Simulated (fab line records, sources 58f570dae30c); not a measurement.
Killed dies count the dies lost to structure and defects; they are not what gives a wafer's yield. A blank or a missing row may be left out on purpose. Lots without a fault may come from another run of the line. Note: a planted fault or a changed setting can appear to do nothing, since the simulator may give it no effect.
fab line records	flow berkeley-cmos170
[record] lots = 5	wafers = 23
route steps=331 shown NSD@188 SILICIDE@211 M1@245 V1@264 M2@276
start-h: hours from the record's first day to the start of the lot's first wafer shown	wait-h: time in hours since the lot's previous step	" as in the row above	L1.1+2: a single row standing in for several wafers	- either no value or no given start	* or withheld: withheld	< > ~ a bound
route shown NAME@n: NAME is a module with steps in the file, n the number in the route of the first one	usual: average and standard deviation across the fault-free wafers	same: alike in all rows	chamber/n: place in a boat	sites: the reading at each site	_std_site: their standard deviation	_edge_site: mean of outer sites minus mean of inner sites	radius-mm: how far each site lies from the wafer's centre	mask NAME#n: copy n	behind: the most recent tool/chamber to have shaped the wafer	hold: why the lot was held/for how many hours/how that ended	device: whichever transistor did not switch (one of n, p or np)	end of line: the same wafers' tests at the end of the route	where a step has no rows: the recipe by itself	killed: at the first sort, the dies lost to defects and structure; wafer yield is something else	map: a wafer's dies, x killed, . not, _ none there
set.NAME: the setting that was run; set.NAME@STEP: the one run at that earlier step	model.NAME: the simulator's own value behind a step, which no gauge read
lots run with intentionally changed settings; tables by step, rows by wafer
[[steps]]
[step UCB170_NSD_COAT_01]
[recipe] resist = KrF	spin-rpm = 1500	resist-thk-nm = 900
lot.wafer	tool	chamber	start-h	wait-h	set.resist-thk-nm	model.KrF_of_NSD_COAT_01.thk-nm
L074.2	litho-track-01	0	130.78	0.1	900	898.8
L074.3	"	0	"	"	900	895.9
L074.4+6	"	0	"	"	872.4	869.5
L074.5	"	0	"	"	872.4	872.5
L076.1	litho-track-01	0	149.91	0.1	850.9	844.1
L076.2	"	0	"	"	900	896.3
L076.3	"	0	"	"	900	894.6
L076.4	"	0	"	"	900	895.8
L076.5	"	0	"	"	850.9	848.6
L078.1	litho-track-02	0	152.18	0.1	900	899
L078.3	"	0	"	"	900	896.2
L078.6	"	0	"	"	900	895.4
L083.1	litho-track-02	0	176.27	0.1	881.1	873.9
L083.2	"	0	"	"	900	892.1
L083.4	"	0	"	"	900	895
L083.5	"	0	"	"	881.1	876.3
L083.6	"	0	"	"	900	893.1
L085.1	litho-track-03	0	198.23	0.1	900	896.8
L085.2	"	0	"	"	900	900.6
L085.4	"	0	"	"	900	897.1
L085.5	"	0	"	"	940.8	938.2
L085.6	"	0	"	"	940.8	939.8
[step UCB170_NSD_SOFTBAKE_02]
[recipe] resist = KrF	temp-c = 130	time-s = 60
[step UCB170_NSD_EXPOSE_03]
[recipe] mask-id = NSELECT_MOD	na = 0.5	sigma-outer = 0.6	source-shape = conventional	target-cd-nm = 1200	dose-mj = 30
[step UCB170_NSD_IMPLANT_08]
[recipe] species = P	dose-cm2 = 3e+15	energy-kev = 40	tilt-deg = 7
[step UCB170_NSD_STRIP_09]
[recipe] chemistry = O2	power-w = 400	pressure-mtorr = 3500	platen-temp-c = withheld	o2-flow-sccm = 400	overash-fraction = 0.5
[usual] strip-time-to-endpoint-s = 35.78/0.073
lot.wafer	tool	chamber	start-h	wait-h	set.resist-thk-nm@NSD_COAT_01	strip-time-to-endpoint-s
L074.2	plasma-asher-01	1	131.75	0.1	900	35.77
L074.3	"	0	"	"	900	35.68
L074.4	"	1	"	"	872.4	35.03
L074.5	"	1	"	"	872.4	35.10
L074.6	"	0	"	"	872.4	35.03
L076.1	plasma-asher-01	1	151.49	0.1	850.9	34.52
L076.2	"	0	"	"	900	35.81
L076.3	"	1	"	"	900	35.71
L076.4	"	0	"	"	900	35.73
L076.5	"	0	"	"	850.9	34.60
L078.1	plasma-asher-03	1	153.17	0.1	900	35.79
L078.3	"	1	"	"	900	35.75
L078.6	"	1	"	"	900	35.73
L083.1	plasma-asher-01	0	177.43	0.1	881.1	35.18
L083.2	"	1	"	"	900	35.60
L083.4	"	1	"	"	900	35.69
L083.5	"	1	"	"	881.1	35.27
L083.6	"	0	"	"	900	35.60
L085.1	plasma-asher-01	1	200.21	0.1	900	35.82
L085.2	"	0	"	"	900	35.87
L085.4	"	1	"	"	900	35.77
L085.5	"	1	"	"	940.8	36.74
L085.6	"	0	"	"	940.8	36.77
[step UCB170_SILICIDE_SPUTTER_01]
[recipe] material = Ti	target-thk-nm = 30	time-s = 25	power-w = 1500	chamber-pressure-pa = 0.5
lot.wafer	tool	chamber	start-h	wait-h	set.time-s	model.Ti_of_SILICIDE_SPUTTER_01.thk-nm
L074.2	pvd-sputter-03	-	133.49	0.0	26.88	32.55
L074.3	"	-	"	"	25	30.06
L074.4	"	-	"	"	25	30.14
L074.5	"	-	"	"	26.88	32.28
L074.6	"	-	"	"	25	29.48
L076.1	pvd-sputter-03	-	153.24	0.0	25	30.56
L076.2	"	-	"	"	25	30.77
L076.3	"	-	"	"	25	30.03
L076.4	"	-	"	"	25	30.64
L076.5	"	-	"	"	25	30.93
L078.1	pvd-sputter-02	-	155.02	0.0	25	29.58
L078.3	"	-	"	"	25	29.69
L078.6	"	-	"	"	25	30.58
L083.1	pvd-sputter-02	-	180.15	0.0	25	29.97
L083.2	"	-	"	"	25	29.78
L083.4	"	-	"	"	25	30.7
L083.5	"	-	"	"	22.18	27.66
L083.6	"	-	"	"	22.18	26.53
L085.1	pvd-sputter-03	-	206.63	0.0	25	30.08
L085.2	"	-	"	"	25	30.53
L085.4	"	-	"	"	21.87	26.69
L085.5	"	-	"	"	21.87	26.85
L085.6	"	-	"	"	25	30.37
[step UCB170_SILICIDE_RS_MEAS_02]
[recipe] thk-meas-gauge = four-point-probe	reads = Ti_of_SILICIDE_SPUTTER_01
[usual] SILICIDE_TI_RS = 26.0/0.38
lot.wafer	tool	chamber	start-h	wait-h	set.time-s@SILICIDE_SPUTTER_01	SILICIDE_TI_RS[ohm/sq]
L074.2	film-metro-04	-	133.54	0.0	26.88	23.7
L074.3	"	-	"	"	25	26.1
L074.4	"	-	"	"	25	26.0
L074.5	"	-	"	"	26.88	24.0
L074.6	"	-	"	"	25	26.7
L076.1	film-metro-02	-	153.36	0.1	25	25.6
L076.2	"	-	"	"	25	25.5
L076.3	"	-	"	"	25	26.2
L076.4	"	-	"	"	25	25.6
L076.5	"	-	"	"	25	25.3
L078.1	film-metro-02	-	155.05	0.0	25	26.5
L078.3	"	-	"	"	25	26.5
L078.6	"	-	"	"	25	25.6
L083.1	film-metro-02	-	180.18	0.0	25	26.2
L083.2	"	-	"	"	25	26.4
L083.4	"	-	"	"	25	25.4
L083.5	"	-	"	"	22.18	28.8
L083.6	"	-	"	"	22.18	30.2
L085.1	film-metro-04	-	206.81	0.2	25	26.2
L085.2	"	-	"	"	25	25.7
L085.4	"	-	"	"	21.87	30.2
L085.5	"	-	"	"	21.87	30.0
L085.6	"	-	"	"	25	25.9
[step UCB170_SILICIDE_THK_MEAS_03]
[recipe] thk-meas-gauge = xrf	reads = Ti_of_SILICIDE_SPUTTER_01
[usual] SILICIDE_TI_THK = 29.5/0.42
lot.wafer	tool	chamber	start-h	wait-h	set.time-s@SILICIDE_SPUTTER_01	SILICIDE_TI_THK[nm]
L074.2	film-metro-04	-	133.65	0.1	26.88	32.1
L074.3	"	-	"	"	25	29.5
L074.4	"	-	"	"	25	29.6
L074.5	"	-	"	"	26.88	31.8
L074.6	"	-	"	"	25	29.0
L076.1	film-metro-02	-	153.48	0.1	25	29.8
L076.2	"	-	"	"	25	30.0
L076.3	"	-	"	"	25	29.3
L076.4	"	-	"	"	25	29.8
L076.5	"	-	"	"	25	30.1
L078.1	film-metro-02	-	155.17	0.1	25	28.8
L078.3	"	-	"	"	25	28.9
L078.6	"	-	"	"	25	29.9
L083.1	film-metro-02	-	180.30	0.1	25	29.4
L083.2	"	-	"	"	25	29.1
L083.4	"	-	"	"	25	30.1
L083.5	"	-	"	"	22.18	27.1
L083.6	"	-	"	"	22.18	25.9
L085.1	film-metro-04	-	206.93	0.1	25	29.7
L085.2	"	-	"	"	25	30.1
L085.4	"	-	"	"	21.87	26.4
L085.5	"	-	"	"	21.87	26.7
L085.6	"	-	"	"	25	29.9
[step UCB170_M1_PEB_07]
[recipe] peb-temp-c = 130	peb-time-s = withheld	resist = KrF
lot.wafer	tool	chamber	start-h	wait-h	set.peb-temp-c
L074.2+5+6	litho-track-04	0	142.29	0.6	128.1
L074.3+4	"	0	"	"	130
L076.1+2+4	litho-track-04	0	160.32	0.4	127.4
L076.3+5	"	0	"	"	130
L078.1+3+6	litho-track-04	0	161.56	0.1	130
L083.1+4+6	litho-track-04	0	187.46	0.1	133.5
L083.2+5	"	0	"	"	130
L085.1+2+4+5+6	litho-track-01	0	216.51	0.1	130
[step UCB170_M1_DEVELOP_08]
[recipe] developer = TMAH	develop-time-s = 45	resist = KrF	dev-temp-c = 21
[step UCB170_M1_CD_MEAS_09]
[recipe] target-cd-nm = 700
[usual] cd-nm = 700.0/1.3
lot.wafer	tool	chamber	start-h	wait-h	set.peb-temp-c@M1_PEB_07	cd-nm
L074.2	cd-sem-02	-	142.56	-	128.1	714.5
L074.3	"	-	"	"	130	700.4
L074.4	"	-	"	"	130	699.5
L074.5	"	-	"	"	128.1	715.1
L074.6	"	-	"	"	128.1	714.6
L076.1	cd-sem-02	-	160.59	-	127.4	719.0
L076.2	"	-	"	"	127.4	719.2
L076.3	"	-	"	"	130	700.3
L076.4	"	-	"	"	127.4	718.9
L076.5	"	-	"	"	130	700.5
L078.1	cd-sem-02	-	161.83	-	130	700.3
L078.3	"	-	"	"	130	700.7
L078.6	"	-	"	"	130	701.2
L083.1	cd-sem-02	-	187.73	-	133.5	680.7
L083.2	"	-	"	"	130	699.9
L083.4	"	-	"	"	133.5	681.8
L083.5	"	-	"	"	130	701.6
L083.6	"	-	"	"	133.5	679.8
L085.1	cd-sem-02	-	216.78	-	130	701.0
L085.2	"	-	"	"	130	701.7
L085.4	"	-	"	"	130	702.8
L085.5	"	-	"	"	130	700.7
L085.6	"	-	"	"	130	702.5
[step UCB170_M1_ETCH_11]
[recipe] chemistry = N2/H2	target-depth-a = withheld	overetch-a = withheld	target = BARC	time-s = withheld	source-w = 500	bias-w = 100	pressure-mtorr = 30	n2-flow-sccm = 100	h2-flow-sccm = 200
lot.wafer	tool	chamber	start-h	wait-h	set.source-w	set.peb-temp-c@M1_PEB_07	model.M1.cd-nm
L074.2	rie-diel-03	0	142.69	0.0	528.7	128.1	714.1
L074.3	"	2	"	"	500	130	701
L074.4	"	3	"	"	528.7	130	697.6
L074.5	"	2	"	"	528.7	128.1	715.1
L074.6	"	3	"	"	500	128.1	713.6
L076.1	rie-diel-02	0	160.75	0.0	500	127.4	719.5
L076.2	"	1	"	"	471.1	127.4	720.9
L076.3	"	2	"	"	471.1	130	701.9
L076.4	"	3	"	"	471.1	127.4	720.3
L076.5	"	3	"	"	500	130	701.8
L078.1	rie-diel-04	3	161.99	0.0	500	130	701.6
L078.3+6	"	1,0	"	"	500	130	700.7
L083.1	rie-diel-03	0	187.89	0.0	500	133.5	680.1
L083.2	"	2	"	"	543.5	130	699.4
L083.4	"	1	"	"	500	133.5	682.3
L083.5	"	1	"	"	543.5	130	701.2
L083.6	"	2	"	"	543.5	133.5	680.2
L085.1	rie-diel-02	1	216.94	0.0	500	130	700
L085.2+5	"	2,3	"	"	500	130	701.1
L085.4	"	3	"	"	500	130	702.7
L085.6	"	0	"	"	500	130	701.6
[step UCB170_M1_METAL_ETCH_12]
[recipe] chemistry = Cl2/BCl3	target = Al	stop-on = PSG	pressure-mtorr = 12	target-depth-a = 7800	over-etch-frac = 0.3	time-s = 130	icp-w = 600	bias-w = 120	Cl2_flow_sccm = 90	bcl3-flow-sccm = 45
lot.wafer	tool	chamber	start-h	wait-h	set.peb-temp-c@M1_PEB_07	model.M1.cd-nm
L074.2	rie-metal-03	0	142.74	-	128.1	714.2
L074.3	"	1	"	"	130	702.1
L074.4	"	0	"	"	130	698.9
L074.5	"	0	"	"	128.1	717.1
L074.6	"	1	"	"	128.1	713.7
L076.1	rie-metal-02	0	160.79	-	127.4	717
L076.2	"	0	"	"	127.4	717.3
L076.3	"	0	"	"	130	700.2
L076.4	"	0	"	"	127.4	716.8
L076.5	"	0	"	"	130	698.8
L078.1	rie-metal-04	1	162.03	-	130	701.9
L078.3	"	1	"	"	130	701
L078.6	"	1	"	"	130	701.3
L083.1	rie-metal-04	1	187.93	-	133.5	681.7
L083.2	"	0	"	"	130	699.5
L083.4	"	1	"	"	133.5	684.7
L083.5	"	0	"	"	130	701.9
L083.6	"	1	"	"	133.5	683.3
L085.1	rie-metal-04	1	216.98	-	130	699.4
L085.2	"	0	"	"	130	700.7
L085.4	"	0	"	"	130	701.7
L085.5	"	1	"	"	130	702.8
L085.6	"	0	"	"	130	701.8
[step UCB170_M1_STRIP_13]
[recipe] chemistry = O2	power-w = 400	pressure-mtorr = 3500	platen-temp-c = withheld	o2-flow-sccm = 400	overash-fraction = 0.5
[step UCB170_M1_CD_MEAS_90]
[recipe] target-cd-nm = 700
[usual] cd-nm = 700.0/1.9
lot.wafer	tool	chamber	start-h	wait-h	set.peb-temp-c@M1_PEB_07	cd-nm
L074.2	cd-sem-01	-	142.99	0.1	128.1	714.4
L074.3	"	-	"	"	130	702.0
L074.4	"	-	"	"	130	699.0
L074.5	"	-	"	"	128.1	717.3
L074.6	"	-	"	"	128.1	713.7
L076.1	cd-sem-02	-	161.17	0.1	127.4	717.1
L076.2	"	-	"	"	127.4	717.4
L076.3	"	-	"	"	130	700.3
L076.4	"	-	"	"	127.4	716.8
L076.5	"	-	"	"	130	698.9
L078.1	cd-sem-02	-	162.40	0.1	130	702.0
L078.3	"	-	"	"	130	701.5
L078.6	"	-	"	"	130	701.4
L083.1	cd-sem-02	-	188.16	0.1	133.5	681.9
L083.2	"	-	"	"	130	699.8
L083.4	"	-	"	"	133.5	684.7
L083.5	"	-	"	"	130	701.5
L083.6	"	-	"	"	133.5	683.4
L085.1	cd-sem-02	-	217.22	0.1	130	699.4
L085.2	"	-	"	"	130	700.8
L085.4	"	-	"	"	130	701.8
L085.5	"	-	"	"	130	702.5
L085.6	"	-	"	"	130	701.7
[step UCB170_V1_PEB_10]
[recipe] peb-temp-c = 130	peb-time-s = withheld	resist = KrF
lot.wafer	tool	chamber	start-h	wait-h	set.peb-temp-c
L074.2+3+4+5+6	litho-track-03	0	147.83	0.1	130
L076.1+4	litho-track-02	0	165.68	0.1	128.5
L076.2+3+5	"	0	"	"	130
L078.1+3+6	litho-track-01	0	169.04	0.3	130
L083.1+2+4	litho-track-03	0	-	-	132
L083.5+6	"	0	"	"	130
L085.1+5	litho-track-03	0	226.39	0.4	128.4
L085.2+4+6	"	0	"	"	130
[step UCB170_V1_DEVELOP_11]
[recipe] developer = TMAH	develop-time-s = 45	resist = KrF	dev-temp-c = 21
[step UCB170_V1_CD_MEAS_12]
[recipe] target-cd-nm = 700
[usual] cd-nm = 699.4/1.3
lot.wafer	tool	chamber	start-h	wait-h	set.peb-temp-c@V1_PEB_10	cd-nm
L074.2	cd-sem-02	-	148.11	-	130	699.5
L074.3	"	-	"	"	130	700.2
L074.4	"	-	"	"	130	699.7
L074.5	"	-	"	"	130	700.1
L074.6	"	-	"	"	130	700.8
L076.1	cd-sem-01	-	165.96	-	128.5	688.2
L076.2	"	-	"	"	130	698.9
L076.3	"	-	"	"	130	698.1
L076.4	"	-	"	"	128.5	687.7
L076.5	"	-	"	"	130	698.8
L078.1	cd-sem-02	-	169.31	-	130	700.1
L078.3	"	-	"	"	130	699.3
L078.6	"	-	"	"	130	697.9
L083.1	cd-sem-02	-	198.80	-	132	711.1
L083.2	"	-	"	"	132	709.9
L083.4	"	-	"	"	132	709.1
L083.5	"	-	"	"	130	699.0
L083.6	"	-	"	"	130	698.2
L085.1	cd-sem-02	-	226.78	-	128.4	687.6
L085.2	"	-	"	"	130	700.0
L085.4	"	-	"	"	130	701.5
L085.5	"	-	"	"	128.4	687.3
L085.6	"	-	"	"	130	698.1
[step UCB170_V1_ETCH_14]
[recipe] chemistry = CHF3/CF4/Ar	target = SiO2	stop-on = Al	CHF3_flow_sccm = 45	cf4-flow-sccm = 15	Ar_flow_sccm = 150	pressure-mtorr = 200	rf-w = 700	target-depth-a = 12500	over-etch-frac = 0.25	time-s = 291
lot.wafer	tool	chamber	start-h	wait-h	set.peb-temp-c@V1_PEB_10	model.V1.cd-nm
L074.2	rie-diel-04	0	148.24	0.0	130	699.6
L074.3	"	1	"	"	130	700.3
L074.4	"	3	"	"	130	700.1
L074.5	"	3	"	"	130	700
L074.6	"	0	"	"	130	700.7
L076.1	rie-diel-03	1	166.11	0.0	128.5	687.6
L076.2	"	3	"	"	130	697.5
L076.3	"	0	"	"	130	697.1
L076.4	"	2	"	"	128.5	687.2
L076.5	"	2	"	"	130	698
L078.1	rie-diel-04	3	169.47	0.0	130	698.5
L078.3	"	2	"	"	130	698.6
L078.6	"	2	"	"	130	697.4
L083.1	rie-diel-03	3	198.96	0.0	132	710.5
L083.2	"	2	"	"	132	710.1
L083.4	"	0	"	"	132	708.1
L083.5	"	2	"	"	130	699.5
L083.6	"	1	"	"	130	698.1
L085.1+5	rie-diel-03	0	226.94	0.0	128.4	686.3
L085.2	"	1	"	"	130	698.9
L085.4	"	3	"	"	130	700.3
L085.6	"	3	"	"	130	696.9
[step UCB170_V1_STRIP_15]
[recipe] chemistry = O2	power-w = 400	pressure-mtorr = 3500	platen-temp-c = withheld	o2-flow-sccm = 400	overash-fraction = 0.5
[step UCB170_V1_CD_MEAS_90]
[recipe] target-cd-nm = 700
[usual] cd-nm = 699.2/1.5
lot.wafer	tool	chamber	start-h	wait-h	set.peb-temp-c@V1_PEB_10	cd-nm
L074.2	cd-sem-02	-	148.62	0.2	130	699.6
L074.3	"	-	"	"	130	700.4
L074.4	"	-	"	"	130	700.1
L074.5	"	-	"	"	130	700.1
L074.6	"	-	"	"	130	700.8
L076.1	cd-sem-01	-	166.39	0.1	128.5	687.9
L076.2	"	-	"	"	130	697.6
L076.3	"	-	"	"	130	697.2
L076.4	"	-	"	"	128.5	687.2
L076.5	"	-	"	"	130	697.7
L078.1	cd-sem-02	-	169.75	0.1	130	698.4
L078.3	"	-	"	"	130	699.0
L078.6	"	-	"	"	130	697.8
L083.1	cd-sem-02	-	199.24	0.1	132	711.0
L083.2	"	-	"	"	132	709.8
L083.4	"	-	"	"	132	708.3
L083.5	"	-	"	"	130	699.5
L083.6	"	-	"	"	130	697.9
L085.1	cd-sem-01	-	227.30	0.2	128.4	686.5
L085.2	"	-	"	"	130	698.9
L085.4	"	-	"	"	130	700.2
L085.5	"	-	"	"	128.4	686.4
L085.6	"	-	"	"	130	696.9
[step UCB170_M2_COAT_05]
[recipe] resist = KrF	spin-rpm = 1500	resist-thk-nm = 900
lot.wafer	tool	chamber	start-h	wait-h	set.spin-rpm	model.KrF_of_M2_COAT_05.thk-nm
L074.2	litho-track-02	0	149.39	0.1	1605	867.7
L074.3	"	0	"	"	1605	866.7
L074.4	"	0	"	"	1500	893
L074.5	"	0	"	"	1500	898.1
L074.6	"	0	"	"	1500	895.6
L076.1	litho-track-04	0	167.17	0.1	1579	879.2
L076.2	"	0	"	"	1579	880.3
L076.3	"	0	"	"	1579	879.3
L076.4	"	0	"	"	1500	900.6
L076.5	"	0	"	"	1500	897.1
L078.1	litho-track-04	0	171.19	0.1	1500	899.4
L078.3	"	0	"	"	1500	898
L078.6	"	0	"	"	1500	902.1
L083.1	litho-track-03	0	200.50	0.1	1500	903.1
L083.2	"	0	"	"	1500	901.2
L083.4	"	0	"	"	1450	916.9
L083.5	"	0	"	"	1450	919.9
L083.6	"	0	"	"	1450	915.7
L085.1	litho-track-02	0	228.46	0.1	1500	897.4
L085.2	"	0	"	"	1500	895.9
L085.4	"	0	"	"	1500	897.5
L085.5	"	0	"	"	1607	868.5
L085.6	"	0	"	"	1607	865.9
[step UCB170_M2_SOFTBAKE_06]
[recipe] resist = KrF	temp-c = 130	time-s = 60
[step UCB170_M2_STRIP_07]
[recipe] chemistry = O2	power-w = 400	pressure-mtorr = 3500	platen-temp-c = withheld	o2-flow-sccm = 400	overash-fraction = 0.5
[usual] strip-time-to-endpoint-s = 21.93/0.06
lot.wafer	tool	chamber	start-h	wait-h	set.spin-rpm@M2_COAT_05	strip-time-to-endpoint-s
L074.2	plasma-asher-03	0	149.66	0.1	1605	21.20
L074.3	"	1	"	"	1605	21.17
L074.4	"	0	"	"	1500	21.78
L074.5	"	1	"	"	1500	21.92
L074.6	"	0	"	"	1500	21.86
L076.1	plasma-asher-03	1	167.47	0.1	1579	21.47
L076.2	"	0	"	"	1579	21.49
L076.3	"	1	"	"	1579	21.47
L076.4	"	0	"	"	1500	21.99
L076.5	"	0	"	"	1500	21.90
L078.1	plasma-asher-04	1	171.49	0.1	1500	21.96
L078.3	"	0	"	"	1500	21.91
L078.6	"	0	"	"	1500	22.02
L083.1	plasma-asher-03	1	200.80	0.1	1500	22.04
L083.2	"	0	"	"	1500	22.01
L083.4	"	0	"	"	1450	22.38
L083.5	"	0	"	"	1450	22.43
L083.6	"	1	"	"	1450	22.35
L085.1	plasma-asher-02	1	228.76	0.1	1500	21.92
L085.2	"	0	"	"	1500	21.86
L085.4	"	0	"	"	1500	21.90
L085.5	"	1	"	"	1607	21.21
L085.6	"	0	"	"	1607	21.14
[[key]]
[split] step = UCB170_NSD_COAT_01	setting = resist-thk-nm	stated = 900	by = wafer
[response] step = UCB170_NSD_COAT_01	reading = model.KrF_of_NSD_COAT_01.thk-nm	change = +8.96	per = 1%	r = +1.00
[response] step = UCB170_NSD_STRIP_09	reading = strip-time-to-endpoint-s	change = *	per = 1%	r = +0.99
[split] step = UCB170_SILICIDE_SPUTTER_01	setting = time-s	stated = 25	by = wafer
[response] step = UCB170_SILICIDE_SPUTTER_01	reading = model.Ti_of_SILICIDE_SPUTTER_01.thk-nm	change = +0.287	per = 1%	r = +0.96
[response] step = UCB170_SILICIDE_RS_MEAS_02	reading = SILICIDE_TI_RS	change = -0.323	per = 1%	r = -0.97
[response] step = UCB170_SILICIDE_THK_MEAS_03	reading = SILICIDE_TI_THK	change = +0.28	per = 1%	r = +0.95
[split] step = UCB170_M1_PEB_07	setting = peb-temp-c	stated = 130	by = wafer
[response] step = UCB170_M1_CD_MEAS_09	reading = cd-nm	change = -8.41	per = 1%	r = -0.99
[response] step = UCB170_M1_ETCH_11	reading = model.M1.cd-nm	change = -8.3	per = 1%	r = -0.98
[response] step = UCB170_M1_METAL_ETCH_12	reading = model.M1.cd-nm	change = -7.73	per = 1%	r = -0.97
[response] step = UCB170_M1_CD_MEAS_90	reading = cd-nm	change = -7.69	per = 1%	r = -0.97
[split] step = UCB170_M1_ETCH_11	setting = source-w	stated = 500	by = wafer
response none clear
[split] step = UCB170_V1_PEB_10	setting = peb-temp-c	stated = 130	by = wafer
[response] step = UCB170_V1_CD_MEAS_12	reading = cd-nm	change = +8.65	per = 1%	r = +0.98
[response] step = UCB170_V1_ETCH_14	reading = model.V1.cd-nm	change = +8.35	per = 1%	r = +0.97
[response] step = UCB170_V1_CD_MEAS_90	reading = cd-nm	change = +8.33	per = 1%	r = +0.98
[split] step = UCB170_M2_COAT_05	setting = spin-rpm	stated = 1500	by = wafer
[response] step = UCB170_M2_COAT_05	reading = model.KrF_of_M2_COAT_05.thk-nm	change = -4.06	per = 1%	r = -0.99
[response] step = UCB170_M2_STRIP_07	reading = strip-time-to-endpoint-s	change = *	per = 1%	r = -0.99
